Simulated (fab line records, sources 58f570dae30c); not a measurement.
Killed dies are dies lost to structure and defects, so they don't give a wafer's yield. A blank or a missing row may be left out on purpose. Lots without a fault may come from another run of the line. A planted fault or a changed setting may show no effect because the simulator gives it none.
Chamber matching | flow berkeley_cmos170 | UCB170_GATE_ETCH_15 on rie_si-01: 4 sister chambers
The step etches poly-Si in HBr/Cl2, stops on SiO2, time 56.3 s, target depth 278.2 nm. 8 wafers are shown with their chamber, then 7 later ones without.

WAFERS WITH THEIR CHAMBER
wafer  | chamber | drypump_motor_current_A (A) | throttle_valve_pct (%)
L903.5 | 1       | 6.4                         | 26.35
L905.3 | 2       | 5.3                         | 26.36
L905.6 | 3       | 5.1                         | 26.12
L906.1 | 0       | 5.6                         | 26.32
L906.3 | 2       | 5.3                         | 26.37
L906.4 | 3       | 5.1                         | 26.10
L911.4 | 0       | 5.7                         | 26.31
L911.5 | 1       | 6.4                         | 26.33

WAFERS WITHOUT THEIR CHAMBER
wafer  | drypump_motor_current_A (A) | throttle_valve_pct (%)
L911.6 | 5.6                         | 26.32
L913.2 | 5.3                         | 26.37
L913.4 | 6.4                         | 26.33
L913.5 | 6.4                         | 26.34
L915.1 | 5.7                         | 26.31
L915.2 | 6.4                         | 26.33
L915.4 | 5.3                         | 26.36

WHICH CHAMBER EACH WENT THROUGH
wafer  | from the rows above | in truth
L911.6 | 0                   | 0
L913.2 | 2                   | 2
L913.4 | 1                   | 1
L913.5 | 1                   | 1
L915.1 | 0                   | 0
L915.2 | 1                   | 1
L915.4 | 2                   | 2
Placed correctly: 7 of 7. Can't be placed from these rows: 0. Placed wrongly: 0.
How it was worked out, from the rows above alone: a wafer's distance from a chamber is the root of the sum, over the readings, of the square of ((its reading less the chamber's mean) divided by the reading's scatter). The wafer belongs to the nearest chamber; if the next one is less than 2 further off, it can't be placed. A chamber's mean is the mean of its shown wafers. The scatter: the root of (the sum of the squares of (reading less its chamber's mean) over the shown wafers, divided by (wafers less chambers)).
